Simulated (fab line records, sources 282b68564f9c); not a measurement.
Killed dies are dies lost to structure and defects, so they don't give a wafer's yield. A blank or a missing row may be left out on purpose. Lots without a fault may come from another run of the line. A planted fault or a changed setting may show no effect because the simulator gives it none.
fab line records | flow rit_cmos
record lots=7 wafers=21 last_day=7
route steps=202 shown SDANNEAL@156 PSD@157 NSD@158 PLDD@159 NLDD@160 SILICIDE@161 CONTACT@168 M1@202
lots that met no fault: from a run of the same line without faults
start_h: hours from the record's first day to the start of the lot's first wafer shown | wait_h: hours since the lot's step before | " the same as in the row above | L1.1+2: a row that stands for several wafers | - no value, or no start given | * or withheld: withheld | < > ~ a bound
route shown NAME@n: a module of which the file shows steps, and the number in the route of the first | usual: mean/standard deviation of fault-free wafers | same: alike in all rows | chamber/n: place in a boat | sites: the reading at each site | _std_site: their standard deviation | _edge_site: outer sites' mean less inner sites' | radius_mm: how far each site lies from the wafer's centre | mask NAME#n: copy n | behind: the tool/chamber that last shaped the wafer | hold: why the lot was held/for how many hours/how that ended | device: the transistor (n, p or np) that didn't switch | end of line: the same wafers' tests at the end of the route | a step without rows: its recipe alone | killed: dies lost to structure and defects at the first sort, not the wafer's yield | map: a wafer's dies, x killed, . not, _ none there
set.NAME: the setting as run; set.NAME@STEP: as run at that earlier step | model.NAME: the simulator's own value behind a step, which no gauge read
lots at some steps of the route; a table a step, a row a wafer
services: from which hour (start_h, from the record's first day; less than 0 if before it) a tool's chamber was out of use, for how many hours, and why
## steps
# step RIT_SDANNEAL_RTA_03
# recipe temp_c=1050 time_s=4.891 idle_temp_c=600 ramp_up_c_per_s=342 ramp_down_c_per_s=171 cool_to_c=600 ambient=N2
# usual wafer_temp_C_max=1053.7/1.2
# columns lot.wafer tool chamber start_h wait_h wafer_temp_C_max
L994.1 rtp_anneal-02 0 56.07 0.0 1055.1
L994.4 " 0 " " 1053.8
L994.6 " 0 " " 1053.7
L102.3 rtp_anneal-02 0 92.53 0.0 1054.2
L102.4 " 0 " " 1055.3
L102.6 " 0 " " 1054.8
L103.1 rtp_anneal-01 0 95.34 0.0 1055.0
L103.3 " 0 " " 1052.8
L103.6 " 0 " " 1052.8
L104.4 rtp_anneal-02 0 99.08 0.0 1053.6
L104.5 " 0 " " 1054.7
L104.6 " 0 " " 1054.4
L107.2 rtp_anneal-02 0 115.71 0.0 1053.2
L107.5 " 0 " " 1053.2
L107.6 " 0 " " 1053.2
L111.2 rtp_anneal-02 0 139.27 0.0 1054.4
L111.4 " 0 " " 1051.6
L111.6 " 0 " " 1053.3
L114.2 rtp_anneal-01 0 158.77 0.0 1054.3
L114.3 " 0 " " 1053.7
L114.4 " 0 " " 1053.3
# step RIT_SDANNEAL_RS_MEAS_04
# recipe thk_meas_gauge=four-point-probe
# usual PSD_RS=116.3/0.33
# columns lot.wafer tool chamber start_h wait_h PSD_RS[ohm/sq]
L994.1 film_metro-01 - 56.12 0.0 116.2
L994.4 " - " " 116.1
L994.6 " - " " 116.0
L102.3 film_metro-01 - 92.61 0.1 117.0
L102.4 " - " " 117.0
L102.6 " - " " 117.4
L103.1 film_metro-03 - 95.40 0.0 116.6
L103.3 " - " " 116.0
L103.6 " - " " 116.1
L104.4 film_metro-03 - 99.17 0.1 115.9
L104.5 " - " " 116.3
L104.6 " - " " 115.9
L107.2 film_metro-01 - 115.77 0.1 116.5
L107.5 " - " " 116.1
L107.6 " - " " 116.6
L111.2 film_metro-04 - 139.33 0.1 116.1
L111.4 " - " " 115.8
L111.6 " - " " 116.0
L114.2 film_metro-03 - 158.84 0.1 116.2
L114.3 " - " " 116.1
L114.4 " - " " 116.1
# step RIT_SDANNEAL_RS_MEAS_05
# recipe thk_meas_gauge=four-point-probe
# usual NSD_RS=84.51/0.28
# columns lot.wafer tool chamber start_h wait_h NSD_RS[ohm/sq]
L994.1 film_metro-01 - 56.24 0.1 84.01
L994.4 " - " " 84.30
L994.6 " - " " 84.14
L102.3 film_metro-01 - 92.73 0.1 84.91
L102.4 " - " " 84.47
L102.6 " - " " 84.76
L103.1 film_metro-03 - 95.52 0.1 84.46
L103.3 " - " " 84.38
L103.6 " - " " 84.26
L104.4 film_metro-03 - 99.29 0.1 84.07
L104.5 " - " " 84.25
L104.6 " - " " 84.44
L107.2 film_metro-01 - 115.89 0.1 84.79
L107.5 " - " " 84.60
L107.6 " - " " 84.55
L111.2 film_metro-04 - 139.45 0.1 84.40
L111.4 " - " " 84.60
L111.6 " - " " 84.83
L114.2 film_metro-03 - 158.96 0.1 85.06
L114.3 " - " " 84.69
L114.4 " - " " 84.76
# step RIT_SDANNEAL_RS_MEAS_06
# recipe thk_meas_gauge=four-point-probe
# usual PLDD_RS=178.9/0.45
# columns lot.wafer tool chamber start_h wait_h PLDD_RS[ohm/sq]
L994.1 film_metro-01 - 56.36 0.1 178.9
L994.4 " - " " 178.9
L994.6 " - " " 178.7
L102.3 film_metro-01 - 92.85 0.1 179.2
L102.4 " - " " 179.4
L102.6 " - " " 179.5
L103.1 film_metro-03 - 95.64 0.1 178.9
L103.3 " - " " 178.8
L103.6 " - " " 178.3
L104.4 film_metro-03 - 99.41 0.1 178.3
L104.5 " - " " 179.1
L104.6 " - " " 179.0
L107.2 film_metro-01 - 116.01 0.1 179.6
L107.5 " - " " 179.0
L107.6 " - " " 178.8
L111.2 film_metro-04 - 139.57 0.1 179.1
L111.4 " - " " 178.4
L111.6 " - " " 178.7
L114.2 film_metro-03 - 159.08 0.1 178.1
L114.3 " - " " 178.7
L114.4 " - " " 178.2
# step RIT_SDANNEAL_RS_MEAS_07
# recipe thk_meas_gauge=four-point-probe
# usual NLDD_RS=153.2/0.55
# columns lot.wafer tool chamber start_h wait_h NLDD_RS[ohm/sq]
L994.1 film_metro-01 - 56.48 0.1 153.3
L994.4 " - " " 153.2
L994.6 " - " " 152.9
L102.3 film_metro-01 - 92.97 0.1 153.7
L102.4 " - " " 153.0
L102.6 " - " " 152.7
L103.1 film_metro-03 - 95.76 0.1 153.8
L103.3 " - " " 153.1
L103.6 " - " " 153.9
L104.4 film_metro-03 - 99.53 0.1 153.8
L104.5 " - " " 153.7
L104.6 " - " " 153.4
L107.2 film_metro-01 - 116.13 0.1 152.4
L107.5 " - " " 152.1
L107.6 " - " " 152.3
L111.2 film_metro-04 - 139.69 0.1 153.1
L111.4 " - " " 152.4
L111.6 " - " " 152.0
L114.2 film_metro-03 - 159.20 0.1 152.6
L114.3 " - " " 152.6
L114.4 " - " " 152.5
# step RIT_SILICIDE_WET_ETCH_00
# recipe chemistry=BOE target=SiO2 target_depth_nm=14 time_s=15 dry=n2_spin dilution=10:1 temp_c=21.5
# step RIT_SILICIDE_SPUTTER_01
# recipe material=Ti target_thk_nm=30 power_w=350 chamber_pressure_pa=0.667 gas=Ar time_s=240 substrate_temp_c=25
# usual substrate_temp_c=25.01/0.1 throttle_valve_pct=30.4/0.98
# columns lot.wafer tool chamber start_h wait_h substrate_temp_c throttle_valve_pct
L994.1 pvd_sputter-02 - 56.62 0.0 25.11 30.4
L994.4 " - " " 25.03 29.3
L994.6 " - " " 25.11 30.2
L102.3 pvd_sputter-03 - 93.07 0.0 24.88 32.0
L102.4 " - " " 24.94 29.3
L102.6 " - " " 25.02 29.2
L103.1 pvd_sputter-02 - 95.89 0.0 24.96 28.8
L103.3 " - " " 24.97 31.1
L103.6 " - " " 25.04 30.3
L104.4 pvd_sputter-04 - 99.60 0.0 25.19 29.8
L104.5 " - " " 25.05 30.7
L104.6 " - " " 24.89 29.6
L107.2 pvd_sputter-03 - 116.25 0.0 25.06 30.1
L107.5 " - " " 25.16 30.0
L107.6 " - " " 24.98 29.3
L111.2 pvd_sputter-02 - 139.81 0.0 25.16 31.0
L111.4 " - " " 25.11 28.8
L111.6 " - " " 25.13 29.6
L114.2 pvd_sputter-04 - 159.32 0.0 24.86 30.3
L114.3 " - " " 25.04 31.0
L114.4 " - " " 25.14 29.8
# step RIT_SILICIDE_RS_MEAS_02
# recipe thk_meas_gauge=four-point-probe reads=Ti_of_SILICIDE_SPUTTER_01
# usual SILICIDE_TI_RS=48.1/0.76
# columns lot.wafer tool chamber start_h wait_h SILICIDE_TI_RS[ohm/sq]
L994.1 film_metro-03 - 56.77 0.1 48.3
L994.4 " - " " 47.4
L994.6 " - " " 47.3
L102.3 film_metro-02 - 93.26 0.1 46.9
L102.4 " - " " 46.9
L102.6 " - " " 47.0
L103.1 film_metro-04 - 96.04 0.1 48.0
L103.3 " - " " 48.2
L103.6 " - " " 49.1
L104.4 film_metro-02 - 99.81 0.1 48.4
L104.5 " - " " 47.5
L104.6 " - " " 48.4
L107.2 film_metro-03 - 116.42 0.1 48.0
L107.5 " - " " 47.6
L107.6 " - " " 47.3
L111.2 film_metro-02 - 139.98 0.1 47.4
L111.4 " - " " 47.3
L111.6 " - " " 47.6
L114.2 film_metro-02 - 159.49 0.1 47.7
L114.3 " - " " 47.2
L114.4 " - " " 47.9
# step RIT_SILICIDE_THK_MEAS_03
# recipe thk_meas_gauge=xrf reads=Ti_of_SILICIDE_SPUTTER_01
# usual SILICIDE_TI_THK=30.4/0.41
# columns lot.wafer tool chamber start_h wait_h SILICIDE_TI_THK[nm]
L994.1 film_metro-03 - 56.89 0.1 30.4
L994.4 " - " " 30.7
L994.6 " - " " 31.0
L102.3 film_metro-02 - 93.36 0.1 31.2
L102.4 " - " " 31.2
L102.6 " - " " 31.0
L103.1 film_metro-04 - 96.16 0.1 30.2
L103.3 " - " " 30.3
L103.6 " - " " 29.9
L104.4 film_metro-02 - 99.90 0.1 30.2
L104.5 " - " " 30.6
L104.6 " - " " 30.2
L107.2 film_metro-03 - 116.53 0.1 30.7
L107.5 " - " " 30.8
L107.6 " - " " 31.0
L111.2 film_metro-02 - 140.09 0.1 30.6
L111.4 " - " " 30.7
L111.6 " - " " 30.6
L114.2 film_metro-02 - 159.60 0.1 30.6
L114.3 " - " " 30.9
L114.4 " - " " 30.5
# step RIT_SILICIDE_RTA_04
# recipe temp_c=650 time_s=10 idle_temp_c=25 ramp_up_s=5 ramp_down_s=5 cool_to_c=25 ambient=N2
# usual wafer_temp_C_max=653.0/0.77
# columns lot.wafer tool chamber start_h wait_h wafer_temp_C_max
L994.1 rtp_anneal-01 0 56.95 0.1 653.2
L994.4 " 0 " " 653.7
L994.6 " 0 " " 654.3
L102.3 rtp_anneal-01 0 93.42 0.1 654.4
L102.4 " 0 " " 653.9
L102.6 " 0 " " 652.9
L103.1 rtp_anneal-02 0 96.22 0.1 652.1
L103.3 " 0 " " 652.9
L103.6 " 0 " " 652.2
L104.4 rtp_anneal-01 0 99.97 0.1 654.1
L104.5 " 0 " " 652.4
L104.6 " 0 " " 653.7
L107.2 rtp_anneal-01 0 116.59 0.1 653.9
L107.5 " 0 " " 653.4
L107.6 " 0 " " 654.2
L111.2 rtp_anneal-01 0 140.15 0.1 653.0
L111.4 " 0 " " 653.6
L111.6 " 0 " " 653.0
L114.2 rtp_anneal-02 0 159.66 0.1 652.8
L114.3 " 0 " " 652.4
L114.4 " 0 " " 651.6
# step RIT_SILICIDE_WET_ETCH_05
# recipe chemistry=SPM target=Ti temp_c=90 time_s=120 dry=n2_spin
# step RIT_SILICIDE_RTA_06
# recipe temp_c=750 time_s=10 idle_temp_c=25 ramp_up_s=5 ramp_down_s=10 cool_to_c=25 ambient=N2
# usual wafer_temp_C_max=753.4/0.91
# columns lot.wafer tool chamber start_h wait_h wafer_temp_C_max
L994.1 rtp_anneal-02 0 57.06 0.0 753.0
L994.4 " 0 " " 753.0
L994.6 " 0 " " 752.2
L102.3 rtp_anneal-02 0 93.53 0.0 752.4
L102.4 " 0 " " 752.6
L102.6 " 0 " " 752.6
L103.1 rtp_anneal-01 0 96.34 0.0 754.6
L103.3 " 0 " " 753.7
L103.6 " 0 " " 753.6
L104.4 rtp_anneal-02 0 100.07 0.0 753.0
L104.5 " 0 " " 753.0
L104.6 " 0 " " 754.0
L107.2 rtp_anneal-02 0 116.70 0.0 752.0
L107.5 " 0 " " 753.0
L107.6 " 0 " " 751.9
L111.2 rtp_anneal-02 0 140.26 0.0 751.8
L111.4 " 0 " " 753.2
L111.6 " 0 " " 753.4
L114.2 rtp_anneal-01 0 159.77 0.0 755.1
L114.3 " 0 " " 753.8
L114.4 " 0 " " 754.8
# step RIT_CONTACT_CVD_00
# recipe material=SiO2 target_thk_nm=400 precursor=TEOS temp_c=390 time_s=61 rf_w=400
# usual heater_power_w=320/62 rf_fwd_power_W=396.8/1.8
# columns lot.wafer tool chamber start_h wait_h heater_power_w rf_fwd_power_W
L994.1 pecvd-04 0 57.12 0.1 290 395.4
L994.4 " 2 " " 455 395.2
L994.6 " 0 " " 293 395.6
L102.3 pecvd-01 2 93.57 0.0 - -
L102.4 " 2 " " - -
L102.6 " 1 " " - -
L103.1 pecvd-04 2 96.40 0.1 - -
L103.3 " 0 " " - -
L103.6 " 2 " " - -
L104.4 pecvd-03 0 100.13 0.0 - -
L104.5 " 2 " " - -
L104.6 " 1 " " - -
L107.2 pecvd-03 1 116.76 0.0 235 397.2
L107.5 " 1 " " 249 395.5
L107.6 " 2 " " 288 398.5
L111.2 pecvd-01 1 140.31 0.0 354 393.1
L111.4 " 1 " " 371 393.5
L111.6 " 2 " " 276 396.8
L114.2 pecvd-01 2 159.82 0.0 309 396.1
L114.3 " 1 " " 397 396.8
L114.4 " 1 " " 301 394.1
# step RIT_M1_PROBE_99
# usual defect_limited_yield=97.5/1.1 killed_at_contacts=0.1/0.3 killed_at_front_end=6.5/2.9 killed_dies=6.6/3 killed_open=3.3/2 killed_short=3.3/1.9 sort_bin_3_pad_short=0.1/0.2 sort_bin_5_function=1.4/0.78 sort_bin_6_memory=1.0/0.71 sort_n_pass=257.4/3 sort_yield_pct=97.5/1.1
# same gross_dies=264 killed_at_M0_to_M3=0 killed_at_M4_up=0 killed_at_back_side=0 killed_at_other=0
# columns lot.wafer tool chamber start_h wait_h defect_limited_yield[%] killed_at_contacts killed_at_front_end killed_dies killed_open killed_short sort_bin_3_pad_short[%] sort_bin_5_function[%] sort_bin_6_memory[%] sort_n_pass sort_yield_pct[%]
L994.1 prober-01 - 63.67 0.1 97.3 0 7 7 3 4 0.8 0.8 1.1 257.0 97.3
L994.4 prober-01 - 63.82 0.2 97.3 1 6 7 4 3 0 1.5 1.1 257.0 97.3
L994.6 prober-01 - 63.92 0.2 97.7 0 6 6 2 4 0 0.4 1.9 258.0 97.7
L107.2 prober-02 - 123.21 0.1 98.5 0 4 4 4 0 0 1.1 0.4 260.0 98.5
L107.5 prober-02 - 123.36 0.2 97.0 0 8 8 6 2 0 1.9 1.1 256.0 97.0
L107.6 prober-02 - 123.41 0.2 99.2 0 2 2 1 1 0 0 0.8 262.0 99.2
L111.2 prober-02 - 150.10 0.1 97.0 0 8 8 6 2 0 2.3 0.8 256.0 97.0
L111.4 prober-02 - 150.20 0.2 98.1 0 5 5 4 1 0.4 0.4 1.1 259.0 98.1
L111.6 prober-02 - 150.30 0.2 96.2 0 10 10 3 7 0 3.0 0.8 254.0 96.2
L114.2 prober-01 - 166.97 0.1 97.3 0 7 7 3 4 0.4 1.9 0.4 257.0 97.3
L114.3 prober-01 - 167.02 0.2 97.0 0 8 8 4 4 0.8 0.8 1.5 256.0 97.0
L114.4 prober-01 - 167.07 0.2 97.3 0 7 7 5 2 0.4 0.8 1.5 257.0 97.3
# killed by level:class
L994.1 FOX2:geometric_particle:short=2 FOX1:geometric_particle:open=1 FOX1:geometric_particle:short=1 FOX2:geometric_particle:open=1 GATE:geometric_particle:short=1 SILICIDE:geometric_particle:open=1
L994.4 GATE:geometric_particle:open=2 REOX:geometric_particle:open=2 FOX1:geometric_particle:short=1 FOX2:geometric_particle:short=1 CONTACT:geometric_particle:short=1
L994.6 SPACER:geometric_particle:short=2 GATE:geometric_particle:open=1 REOX:geometric_particle:short=1 SPACER:geometric_particle:open=1 SILICIDE:geometric_particle:short=1
L107.2 GATE:geometric_particle:open=2 REOX:geometric_particle:open=1 SPACER:geometric_particle:open=1
L107.5 GATE:geometric_particle:open=3 FOX1:geometric_particle:short=1 FOX1:geometric_particle:open=1 GATE:geometric_particle:short=1 REOX:geometric_particle:open=1 SILICIDE:geometric_particle:open=1
L107.6 GATE:geometric_particle:short=1 SPACER:geometric_particle:open=1
L111.2 REOX:geometric_particle:open=3 GATE:geometric_particle:open=2 FOX2:geometric_particle:short=1 FOX2:geometric_particle:open=1 REOX:geometric_particle:short=1
L111.4 SPACER:geometric_particle:open=2 FOX1:geometric_particle:short=1 GATE:geometric_particle:open=1 REOX:geometric_particle:open=1
L111.6 FOX2:geometric_particle:short=2 GATE:geometric_particle:open=2 FOX1:geometric_particle:short=1 GATE:geometric_particle:short=1 REOX:geometric_particle:short=1 REOX:geometric_particle:open=1 SPACER:geometric_particle:short=1 SILICIDE:geometric_particle:short=1
L114.2 GATE:geometric_particle:short=2 FOX1:geometric_particle:open=1 FOX1:geometric_particle:short=1 FOX2:geometric_particle:open=1 GATE:geometric_particle:open=1 SPACER:geometric_particle:short=1
L114.3 SILICIDE:geometric_particle:short=2 SPACER:geometric_particle:open=2 SILICIDE:geometric_particle:open=2 GATE:geometric_particle:short=1 SPACER:geometric_particle:short=1
L114.4 GATE:geometric_particle:open=3 FOX1:geometric_particle:open=1 GATE:geometric_particle:short=1 SPACER:geometric_particle:short=1 SPACER:geometric_particle:open=1
## services
# columns tool chamber start_h hours kind
pvd_sputter-02 - 87.16 8.4 repair
pecvd-03 - 91.22 6.0 pm
rtp_anneal-01 - 102.32 4.2 pm
pvd_sputter-04 - 105.07 0.7 repair
pvd_sputter-04 - 114.59 4.7 repair
pvd_sputter-04 - 124.54 1.8 repair
pecvd-01 1 129.70 8.2 repair
pecvd-03 0 148.17 20.0 repair
## key
first_sign step=RIT_CONTACT_CVD_00 reading=tool_record direction=missing
effect none on later readings
met_at RIT_CONTACT_CVD_00
struck_wafers L102.3,L102.4,L102.6,L103.1,L103.3,L103.6,L104.4,L104.5,L104.6
scrapped_behind RIT_CONTACT_THK_MEAS_01 L102.3,L102.4,L102.6,L103.1,L103.3,L103.6,L104.4,L104.5,L104.6
onset_between 57.12 93.57
fault kind=skipped_step_whole tool=pecvd-01,pecvd-03,pecvd-04 chamber=- onset_h=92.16 steps=RIT_CONTACT_CVD_00 scope=struck_lots_only
